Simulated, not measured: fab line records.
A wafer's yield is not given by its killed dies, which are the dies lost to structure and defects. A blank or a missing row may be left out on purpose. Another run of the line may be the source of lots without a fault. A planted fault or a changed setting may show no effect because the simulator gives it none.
Which tool was responsible?	flow ritCmos	42 wafers from 14 lots sampled at 3 of the route's 202 steps

WHAT THE GAUGES SHOWED, per wafer
RIT_PLDD_TW_MEAS_10. Usual: PLDD_TW gives 2361 (standard deviation 15).
lot	measured	on	PLDD_TW	flag
L796	day 3 05:50	filmMetro-02	2369 2360 2366	
L799	day 3 19:10	filmMetro-02	2359 2352 2370	
L800	day 3 22:23	filmMetro-03	2376 2367 2375	
L802	day 4 05:01	filmMetro-04	2365 2367 2366	
L803	day 4 09:06	filmMetro-04	2366 2351 2369	
L804	day 4 17:34	filmMetro-02	2367 2369 2357	
L808	day 6 00:30	filmMetro-02	2376 2351 2352	
L810	day 6 06:46	filmMetro-02	2347 2347 2351	
L812	day 6 17:00	filmMetro-04	2344 2352 2355	
L813	day 7 00:27	filmMetro-03	2379 2384 2391	
L814	day 7 00:43	filmMetro-04	2338 2347 2343	
L816	day 7 05:22	filmMetro-03	2136 2144 2165	OFF
L815	day 7 05:26	filmMetro-02	2374 2369 2372	
L818	day 7 18:02	filmMetro-03	2156 2146 2162	OFF

RIT_SDANNEAL_RS_MEAS_06: uses a four-point probe to measure. Usual: PLDD_RS gives 178.8 ohm/sq (standard deviation 0.47).
lot	measured	on	PLDD_RS (ohm/sq)	flag
L796	day 3 12:11	filmMetro-04	178.5 178.2 178.9	
L799	day 4 01:22	filmMetro-02	179.0 178.5 179.3	
L800	day 4 04:44	filmMetro-03	178.1 178.4 178.0	
L802	day 4 11:29	filmMetro-02	178.7 178.6 178.9	
L803	day 4 15:34	filmMetro-03	178.6 178.8 178.4	
L804	day 4 23:58	filmMetro-04	178.5 178.8 178.8	
L808	day 6 07:01	filmMetro-03	178.7 178.7 178.2	
L810	day 6 13:08	filmMetro-03	178.6 178.3 178.4	
L812	day 6 23:32	filmMetro-02	179.0 178.9 178.9	
L813	day 7 07:02	filmMetro-04	179.1 179.0 178.9	
L814	day 7 07:28	filmMetro-02	179.0 179.5 179.0	
L816	day 7 12:02	filmMetro-03	202.8 202.6 203.0	OFF
L815	day 7 12:11	filmMetro-02	178.9 178.8 179.7	
L818	day 8 00:28	filmMetro-02	203.1 202.9 203.5	OFF

TOOL THAT RAN EACH LOT (tool first, then ch and the chambers of the sampled wafers, then the start)
lot	RIT_PLDD_IMPLANT_08
L796	implanter-01 ch 0, day 3 05:31
L799	implanter-03 ch 0, day 3 18:52
L800	implanter-01 ch 0, day 3 22:03
L802	implanter-04 ch 0, day 4 04:43
L803	implanter-01 ch 0, day 4 08:48
L804	implanter-04 ch 0, day 4 17:15
L808	implanter-03 ch 0, day 6 00:11
L810	implanter-03 ch 0, day 6 06:27
L812	implanter-01 ch 0, day 6 16:41
L813	implanter-04 ch 0, day 7 00:10
L814	implanter-01 ch 0, day 7 00:25
L816	implanter-03 ch 0, day 7 05:04
L815	implanter-01 ch 0, day 7 05:07
L818	implanter-03 ch 0, day 7 17:43
- RIT_PLDD_IMPLANT_08

WHAT THE TOOLS THEMSELVES READ (means of the sampled wafers that have a number; where no wafer has one, the mark that the record gives instead)
RIT_PLDD_IMPLANT_08. Usual: beamEnergyKeV reads 20.000 (standard deviation 0.0057).
lot	tool	beamEnergyKeV	flag
L796	implanter-01	20.003	
L799	implanter-03	20.001	
L800	implanter-01	19.998	
L802	implanter-04	19.999	
L803	implanter-01	19.998	
L804	implanter-04	20.001	
L808	implanter-03	20.002	
L810	implanter-03	20.002	
L812	implanter-01	20.008	
L813	implanter-04	20.000	
L814	implanter-01	19.996	
L816	implanter-03	13.997	OFF
L815	implanter-01	20.005	
L818	implanter-03	14.001	OFF

THE ANSWER, worked out from the rows above alone
Rule: take the mean of a lot's wafers that have a number; if it is more than 3 standard deviations from the usual mean, the lot is off. Also off: a lot with no number at a reading for which 4 or more lots have one. Any other lot the step has rows for is counted as sound. First the gauges in route order, then the tools' own readings, where a lot's mean is used as printed above. The first step at which some lot is off is used, and at that step the reading that is off furthest; a lot without a number counts as furthest.
Off: at RIT_PLDD_TW_MEAS_10 (PLDD_TW), L816, L818.
A tool fits if, at a process step before that reading, it ran every lot that is off, and no sound lot after the first of them. The gauges at RIT_PLDD_TW_MEAS_10 aren't tried: what is off there is off at RIT_PLDD_IMPLANT_08 too, on other tools, and a gauge's error can't cause that. One fits: implanter-03 at RIT_PLDD_IMPLANT_08. Its last sound lot is L810 (day 6 06:27), its first lot that is off L816 (day 7 05:04): a fault that began between those two fits.
On the lots that are off, the tool's own readings at RIT_PLDD_IMPLANT_08 differ by more than 5 times the standard deviation of the sound lots' means, which bears it out; beamEnergyKeV reads 13.999 there versus 20.001 on the sound lots.

WHAT THE SIMULATOR HAD PUT IN
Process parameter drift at RIT_PLDD_IMPLANT_08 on implanter-03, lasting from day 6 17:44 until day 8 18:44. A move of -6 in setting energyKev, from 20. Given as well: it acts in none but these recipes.
Shown lots that were struck: L816, L818. Same finding as the rule above.
